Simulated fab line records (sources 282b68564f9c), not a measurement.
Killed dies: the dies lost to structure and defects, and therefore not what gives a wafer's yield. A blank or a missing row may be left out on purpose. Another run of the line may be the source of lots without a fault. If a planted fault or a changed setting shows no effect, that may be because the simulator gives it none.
Split-lot study -- flow rit_cmos -- 5 lots, 23 wafers read, on a route of 202 steps

SPLIT DETAILS
At RIT_ACTIVE_EXPOSE_08 (exposes mask M1, target cd 1400 nm), the setting dose_mj was moved away from the recipe's 225 on 8 of the 23 wafers read, by -6.9% to +5.9%. For the rest of the wafers, this setting stayed at what the recipe calls for.

FROM THE SPLIT TO THE READING: what the file shows between them, 5 steps
- RIT_ACTIVE_PEB_09
- RIT_ACTIVE_DEVELOP_10: develop time 50 s
- RIT_ACTIVE_CD_MEAS_11: target cd 1400 nm
- RIT_ACTIVE_ETCH_13: etches Si3N4 in SF6, stops on SiO2, time 210 s, target depth 210 nm (also split here: time_s)
- RIT_ACTIVE_STRIP_14: strips in O2, time 180 s

THE READING
At RIT_ACTIVE_CD_MEAS_90: cd_nm in nanometres, against a target cd of 1400 nm. Typical for fault-free wafers on this fab line: 1399.6 nm, with standard deviation 2.7 nm.

wafer,"tool, chamber at the split",dose_mj as run,against the recipe,"cd_nm, nm",against lot-mates on the recipe
L074.1,"iline_stepper-02, 0",209.4,-6.9%,1419.7,+21.3
L074.2,"iline_stepper-02, 0",225,recipe,1398.8,-
L074.3,"iline_stepper-02, 0",225,recipe,1398.1,-
L074.4,"iline_stepper-02, 0",209.4,-6.9%,1419.2,+20.8
L074.5,"iline_stepper-02, 0",209.4,-6.9%,1416.8,+18.4
L075.1,"iline_stepper-01, 0",225,recipe,1400.2,-
L075.2,"iline_stepper-01, 0",225,recipe,1397.2,-
L075.4,"iline_stepper-01, 0",225,recipe,1398.3,-
L075.5,"iline_stepper-01, 0",225,recipe,1397.3,-
L075.6,"iline_stepper-01, 0",225,recipe,1398.9,-
L076.2,"iline_stepper-01, 0",225,recipe,1405.6,-
L076.3,"iline_stepper-01, 0",238.2,+5.9%,1387.0,-18.0
L076.4,"iline_stepper-01, 0",238.2,+5.9%,1386.7,-18.3
L076.5,"iline_stepper-01, 0",225,recipe,1404.4,-
L076.6,"iline_stepper-01, 0",238.2,+5.9%,1386.7,-18.3
L080.1,"iline_stepper-02, 0",225,recipe,1401.3,-
L080.2,"iline_stepper-02, 0",225,recipe,1400.8,-
L080.4,"iline_stepper-02, 0",225,recipe,1400.5,-
L084.1,"iline_stepper-02, 0",235.3,+4.6%,1384.8,-12.3
L084.2,"iline_stepper-02, 0",225,recipe,1396.4,-
L084.4,"iline_stepper-02, 0",235.3,+4.6%,1385.9,-11.2
L084.5,"iline_stepper-02, 0",225,recipe,1398.4,-
L084.6,"iline_stepper-02, 0",225,recipe,1396.5,-

FIT RESULTS
A straight line over all 23 wafers: cd_nm changes by -2.6 nm for each +1% of dose_mj; r = -0.97; the points scatter about the line by 2.6 nm.
The same after taking each lot's own level away (the mean of its wafers on the recipe; 23 wafers): -2.92 nm for each +1%; r = -1.00; scatter 1.1 nm.
According to that fit, moving dose_mj by its largest amount changes the reading by 20 nm.
From 1397.10 to 1405.00 nm: that is the span of the lots' own levels, equal to 2.9 times the standard deviation above.
So the lot-to-lot level changes the slope: the two fits differ.
Check: +20 nm against its lot-mates is what the line predicts for one of the wafers moved furthest among these (-6.9%) when that wafer is left out of the fit. Against them it came out at +21.3 nm.

THESE WAFERS: OTHER SPLITS
These wafers also went through other splits before the reading. Each is held against what the fit with the lots' levels taken away leaves over:
other split on the same wafers,wafers away from the commonest value,r with cd_nm (lot level and that fit taken away)
RIT_ACTIVE_OXIDATION_01 temp_c,15,+0.19
RIT_ACTIVE_ETCH_13 time_s,6,-0.14

THE WHOLE CHAIN: every reading that the file lists as answering this split, in the file's order
step,what it does,reading,change (the file's fit),r (the file's)
RIT_ACTIVE_CD_MEAS_11,target cd 1400 nm,cd_nm,-2.88 nm for each +1% of the setting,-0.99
RIT_ACTIVE_CD_MEAS_90,target cd 1400 nm,cd_nm,-2.91 nm for each +1% of the setting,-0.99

THE FILE'S OWN FIT
cd_nm changes by -2.91 nm for each +1% of dose_mj, r = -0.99.
